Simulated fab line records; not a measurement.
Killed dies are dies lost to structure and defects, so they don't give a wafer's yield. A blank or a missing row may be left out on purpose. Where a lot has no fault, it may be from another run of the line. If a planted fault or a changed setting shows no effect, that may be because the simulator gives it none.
Which tool is to blame? | flow rit cmos | route of 202 steps, sampled at 1 step: 7 lots, 21 wafers

== WHAT THE GAUGES SHOWED, per wafer ==
RIT_PWELL_TW_MEAS_10.
lot  | measured    | on            | PWELL_TW
L181 | day 2 16:12 | film metro-01 | 950 950 947
L183 | day 3 00:33 | film metro-02 | 937 934 931
L185 | day 3 13:22 | film metro-01 | 950 947 951
L187 | day 3 21:43 | film metro-02 | 936 943 939
L189 | day 4 06:48 | film metro-04 | 948 950 949
L192 | day 4 21:47 | film metro-01 | 945 943 948
L197 | day 5 21:58 | film metro-02 | 928 933 929

== WHAT TOOL EACH LOT RAN ON (gives the tool, then ch and the chambers of the sampled wafers, and finally the start) ==
The record shows no process step preceding these readings.

== THE ANSWER, worked out from the rows above alone ==
Rule: the lots themselves supply what counts as usual. The widest of any qualifying gaps counts: lots, ordered by their means at a reading, are off when they make up no more than a third of the lots, leave a main group of 4 or more, and stand apart from it by 3 or more times the standard deviation of that group's means. Not used: any main group whose means are identical at the precision the tables above print for the reading. A lot without any number at a reading at which 4 lots or more have one is off too. The other lots that the step has rows for count as sound.
Across all readings shown, no lot is off: no conclusion can be drawn from this.

== WHAT THE SIMULATOR HAD PUT IN ==
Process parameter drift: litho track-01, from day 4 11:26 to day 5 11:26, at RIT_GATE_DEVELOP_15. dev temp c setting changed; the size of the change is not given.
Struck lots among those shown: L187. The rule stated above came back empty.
